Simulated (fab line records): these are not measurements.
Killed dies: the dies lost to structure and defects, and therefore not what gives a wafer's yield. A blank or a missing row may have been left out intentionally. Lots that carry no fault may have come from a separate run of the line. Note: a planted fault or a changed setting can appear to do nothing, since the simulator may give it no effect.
Split-lot study :: flow berkeley_cmos170 :: 23 wafers read from 5 lots, route of 331 steps

## THE SPLIT ITSELF
At UCB170_ACTIVE_COAT_08 (resist thk 900 nm), the setting spin_rpm was moved away from the recipe's 1500 rpm on 6 of the 23 wafers read, by -5.5% to +1.9%. The other wafers ran this setting at the recipe's value.

## SPLIT TO READING: what lies between them in the file, 1 step
- UCB170_ACTIVE_DEVELOP_12: develop time 45 s (also split here: develop_time_s)

## THE READING
KrF_of_ACTIVE_COAT_08.thk_nm (the simulator's own value, which no gauge read), in nm, at UCB170_ACTIVE_ETCH_15 (etches Si3N4 in CH3F/Ar/O2, stops on SiO2, target depth 242 nm, time 151 s). There is no usual value for it anywhere in the file. Across the 17 wafers here that went through the recipe, the average is 720.5 nm and the standard deviation 2.6 nm.

wafer: L080.1
tool, chamber at the split: litho_track-02, 0
spin_rpm as run, rpm: 1500
against the recipe: recipe
KrF_of_ACTIVE_COAT_08.thk_nm, nm: 722.6
against lot-mates on the recipe: -

wafer: L080.2
tool, chamber at the split: litho_track-02, 0
spin_rpm as run, rpm: 1450
against the recipe: -3.3%
KrF_of_ACTIVE_COAT_08.thk_nm, nm: 733.1
against lot-mates on the recipe: +11.2

wafer: L080.3
tool, chamber at the split: litho_track-02, 0
spin_rpm as run, rpm: 1500
against the recipe: recipe
KrF_of_ACTIVE_COAT_08.thk_nm, nm: 719.6
against lot-mates on the recipe: -

wafer: L080.4
tool, chamber at the split: litho_track-02, 0
spin_rpm as run, rpm: 1450
against the recipe: -3.3%
KrF_of_ACTIVE_COAT_08.thk_nm, nm: 742.6
against lot-mates on the recipe: +20.7

wafer: L080.6
tool, chamber at the split: litho_track-02, 0
spin_rpm as run, rpm: 1500
against the recipe: recipe
KrF_of_ACTIVE_COAT_08.thk_nm, nm: 723.5
against lot-mates on the recipe: -

wafer: L076.1
tool, chamber at the split: litho_track-01, 0
spin_rpm as run, rpm: 1500
against the recipe: recipe
KrF_of_ACTIVE_COAT_08.thk_nm, nm: 722.3
against lot-mates on the recipe: -

wafer: L076.2
tool, chamber at the split: litho_track-01, 0
spin_rpm as run, rpm: 1529
against the recipe: +1.9%
KrF_of_ACTIVE_COAT_08.thk_nm, nm: 715
against lot-mates on the recipe: -7.3

wafer: L076.3
tool, chamber at the split: litho_track-01, 0
spin_rpm as run, rpm: 1500
against the recipe: recipe
KrF_of_ACTIVE_COAT_08.thk_nm, nm: 722.9
against lot-mates on the recipe: -

wafer: L076.4
tool, chamber at the split: litho_track-01, 0
spin_rpm as run, rpm: 1529
against the recipe: +1.9%
KrF_of_ACTIVE_COAT_08.thk_nm, nm: 712.6
against lot-mates on the recipe: -9.7

wafer: L076.6
tool, chamber at the split: litho_track-01, 0
spin_rpm as run, rpm: 1500
against the recipe: recipe
KrF_of_ACTIVE_COAT_08.thk_nm, nm: 721.6
against lot-mates on the recipe: -

wafer: L078.1
tool, chamber at the split: litho_track-02, 0
spin_rpm as run, rpm: 1418
against the recipe: -5.5%
KrF_of_ACTIVE_COAT_08.thk_nm, nm: 741.3
against lot-mates on the recipe: +24.2

wafer: L078.2
tool, chamber at the split: litho_track-02, 0
spin_rpm as run, rpm: 1418
against the recipe: -5.5%
KrF_of_ACTIVE_COAT_08.thk_nm, nm: 743.6
against lot-mates on the recipe: +26.5

wafer: L078.3
tool, chamber at the split: litho_track-02, 0
spin_rpm as run, rpm: 1500
against the recipe: recipe
KrF_of_ACTIVE_COAT_08.thk_nm, nm: 718.6
against lot-mates on the recipe: -

wafer: L078.5
tool, chamber at the split: litho_track-02, 0
spin_rpm as run, rpm: 1500
against the recipe: recipe
KrF_of_ACTIVE_COAT_08.thk_nm, nm: 715.4
against lot-mates on the recipe: -

wafer: L078.6
tool, chamber at the split: litho_track-02, 0
spin_rpm as run, rpm: 1500
against the recipe: recipe
KrF_of_ACTIVE_COAT_08.thk_nm, nm: 717.2
against lot-mates on the recipe: -

wafer: L085.1
tool, chamber at the split: litho_track-01, 0
spin_rpm as run, rpm: 1500
against the recipe: recipe
KrF_of_ACTIVE_COAT_08.thk_nm, nm: 718.7
against lot-mates on the recipe: -

wafer: L085.2
tool, chamber at the split: litho_track-01, 0
spin_rpm as run, rpm: 1500
against the recipe: recipe
KrF_of_ACTIVE_COAT_08.thk_nm, nm: 725.4
against lot-mates on the recipe: -

wafer: L085.6
tool, chamber at the split: litho_track-01, 0
spin_rpm as run, rpm: 1500
against the recipe: recipe
KrF_of_ACTIVE_COAT_08.thk_nm, nm: 719.7
against lot-mates on the recipe: -

wafer: L084.1
tool, chamber at the split: litho_track-02, 0
spin_rpm as run, rpm: 1500
against the recipe: recipe
KrF_of_ACTIVE_COAT_08.thk_nm, nm: 719.5
against lot-mates on the recipe: -

wafer: L084.2
tool, chamber at the split: litho_track-02, 0
spin_rpm as run, rpm: 1500
against the recipe: recipe
KrF_of_ACTIVE_COAT_08.thk_nm, nm: 720.6
against lot-mates on the recipe: -

wafer: L084.3
tool, chamber at the split: litho_track-02, 0
spin_rpm as run, rpm: 1500
against the recipe: recipe
KrF_of_ACTIVE_COAT_08.thk_nm, nm: 724.3
against lot-mates on the recipe: -

wafer: L084.4
tool, chamber at the split: litho_track-02, 0
spin_rpm as run, rpm: 1500
against the recipe: recipe
KrF_of_ACTIVE_COAT_08.thk_nm, nm: 718
against lot-mates on the recipe: -

wafer: L084.6
tool, chamber at the split: litho_track-02, 0
spin_rpm as run, rpm: 1500
against the recipe: recipe
KrF_of_ACTIVE_COAT_08.thk_nm, nm: 719.1
against lot-mates on the recipe: -

THE FIT
A straight line over all 23 wafers: KrF_of_ACTIVE_COAT_08.thk_nm changes by -4.21 nm for each +1% of spin_rpm; r = -0.94; the points scatter about the line by 3 nm.
The same after taking each lot's own level away (the mean of its wafers on the recipe; 23 wafers): -4.64 nm for each +1%; r = -0.97; scatter 2.3 nm.
According to that fit, moving spin_rpm by its largest amount changes the reading by 25 nm.
Across the lots, their own levels run from 717.07 to 722.27 nm, a range of 2.0 times the standard deviation given above.
Consequently the slope shifts little with the lot-to-lot level, the two slopes agreeing.
Check: +26.1 nm against its lot-mates is what the line predicts for one of the wafers moved furthest among these (-5.5%) when that wafer is left out of the fit. Against them it came out at +24.2 nm.

## OTHER SPLITS ON THESE WAFERS
Before the reading, these wafers also passed through other splits. Each is held against what the fit with the lots' levels taken away leaves over:
other split on the same wafers: UCB170_START_OXIDATION_02 ox_time_s
wafers away from the commonest value: 15
r with KrF_of_ACTIVE_COAT_08.thk_nm (lot level and that fit taken away): +0.00

other split on the same wafers: UCB170_NWELL_CVD_04 temp_c
wafers away from the commonest value: 10
r with KrF_of_ACTIVE_COAT_08.thk_nm (lot level and that fit taken away): +0.02

other split on the same wafers: UCB170_WELLDRIVE_OXIDATION_01 temp_c
wafers away from the commonest value: 15
r with KrF_of_ACTIVE_COAT_08.thk_nm (lot level and that fit taken away): -0.02

other split on the same wafers: UCB170_ACTIVE_DEVELOP_12 develop_time_s
wafers away from the commonest value: 6
r with KrF_of_ACTIVE_COAT_08.thk_nm (lot level and that fit taken away): +0.02

## THE WHOLE CHAIN: every reading that the file lists as answering this split, in the file's order
step: UCB170_ACTIVE_COAT_08
what it does: resist thk 900 nm
reading: KrF_of_ACTIVE_COAT_08.thk_nm (the simulator's own value, which no gauge read)
change (the file's fit): -4.54 nm for each +1% of the setting
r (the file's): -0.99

step: UCB170_ACTIVE_ETCH_15
what it does: etches Si3N4 in CH3F/Ar/O2, stops on SiO2, target depth 242 nm, time 151 s
reading: KrF_of_ACTIVE_COAT_08.thk_nm (the simulator's own value, which no gauge read)
change (the file's fit): -4.66 nm for each +1% of the setting
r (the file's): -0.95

step: UCB170_ACTIVE_STRIP_16
what it does: strips in O2
reading: strip_time_to_endpoint_s
change (the file's fit): withheld for each +1% of the setting
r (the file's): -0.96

## FILE'S OWN FIT
KrF_of_ACTIVE_COAT_08.thk_nm changes by -4.66 nm for each +1% of spin_rpm, r = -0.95.
